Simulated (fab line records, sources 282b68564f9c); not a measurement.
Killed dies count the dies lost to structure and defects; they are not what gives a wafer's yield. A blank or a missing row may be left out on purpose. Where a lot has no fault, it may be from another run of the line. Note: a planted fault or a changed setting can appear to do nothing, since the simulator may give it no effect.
8D (eight disciplines) problem report, filled in by code    flow ritCmos    the parts of the form that need people (team, actions taken, sign-off) are left out

== 1. PROBLEM STATEMENT ==
Mean NWELL_RS at RIT_WELLDRIVE_RS_MEAS_01: 259.4 ohm/sq over 9 wafers in 3 lots; fault-free wafers: 275.9 ohm/sq, standard deviation 0.73. Measured from the usual mean, that is -23 standard deviations.
The step: measures by four-point-probe.
First seen on wafer L948.2, day 3 21:05, on filmMetro-04. At this step, 45 wafers from 15 lots have a number in the record. The rule behind "out" and "out of limits": a value lying over 4 standard deviations away from the usual mean. Any other wafer with a number is counted as sound.

== 2. WHAT THIS IS AND IS NOT ==
question                     is                          is not
which readings at this step  NWELL_RS                    -
which lots                   L948, L950, L953            L940, L941, L942, L943, L944, L945, L946, L949, L957, L959, L960, L962
which wafers of those lots   all that have a number      -
read on which gauges         filmMetro-03, filmMetro-04  filmMetro-02
when                         from day 3 21:05            up to then (21 sound wafers); but 15 sound wafers of L949, L957, L959, L960, L962 came after

== 3. THE SUSPECTS, EACH WITH WHAT RULES IT OUT ==
Counting: a tool stays on the suspect list if, at a process step up to the reading, it processed all lots that are out and no sound lot following the first of them.
- the gauge at RIT_WELLDRIVE_RS_MEAS_01 is ruled out. 2 gauges (filmMetro-03, filmMetro-04) read the wafers that are out.
- furnace-03 at RIT_WELLDRIVE_ANNEAL_00 (time 14700 s): kept. All lots that are out passed through it, beginning with L948 at day 3 15:59, and no sound lot followed; its final sound lot before that point was L945 at day 3 01:05. On those wafers its own readings are out: spikeTcCentreC, spikeTcSourceC, tubeCenterTempC, tube_center_temp_C_max.
After counting, what remains is furnace-03 at RIT_WELLDRIVE_ANNEAL_00.

== 4. THE CAUSE (what the simulator had put in) ==
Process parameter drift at RIT_WELLDRIVE_ANNEAL_00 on furnace-03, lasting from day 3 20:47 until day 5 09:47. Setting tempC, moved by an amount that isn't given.
This tool alone remained once counting was done.

== 5. THE EFFECT CHAIN, in route order ==
One row per reading whose mean, taken over the struck wafers that have a number, lies over 3 standard deviations from the usual. Scope: only readings with a usual standard deviation given in the record; hours: median across lots of the time from each lot's start at the first step in this table that gives one to its start at this step; sigmas: change in usual standard deviations.
hours  step                      reading                 usual         on struck wafers  change  sigmas
0      RIT_WELLDRIVE_ANNEAL_00   spikeTcCentreC          1102.7 C      1118.5            +15.8   +13
0      RIT_WELLDRIVE_ANNEAL_00   spikeTcLoadC            1126 C        1141              +15     +4.0
0      RIT_WELLDRIVE_ANNEAL_00   spikeTcSourceC          1128.5 C      1141.1            +12.6   +5.5
0      RIT_WELLDRIVE_ANNEAL_00   tubeCenterTempC         1100 C        1115              +15     +99 or more
0      RIT_WELLDRIVE_ANNEAL_00   tube_center_temp_C_max  1102.8        1117.8            +15.0   +31
5      RIT_WELLDRIVE_RS_MEAS_01  NWELL_RS                275.9 ohm/sq  259.4             -16.5   -23
5      RIT_WELLDRIVE_RS_MEAS_02  PWELL_RS                429.8 ohm/sq  411.5             -18.3   -14
It contains these process steps:
- RIT_WELLDRIVE_ANNEAL_00: time 14700 s.

== 6. HOW IT WOULD HAVE BEEN CAUGHT EARLIER ==
0 hours passed between the start of the fault at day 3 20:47 and the first reading out of limits at a measuring or inspecting step in this record, taken at day 3 21:05.
The tool's own readings at RIT_WELLDRIVE_ANNEAL_00 were out on every struck wafer that the step has a row for (spikeTcCentreC, spikeTcSourceC, tubeCenterTempC, tube_center_temp_C_max): an alarm limit on them would have fired on the first of those.
Among the 3 lots that are out, L950, L953 began RIT_WELLDRIVE_ANNEAL_00 on furnace-03 after day 3 21:05. A hold on the tool at that time would have spared those 2.
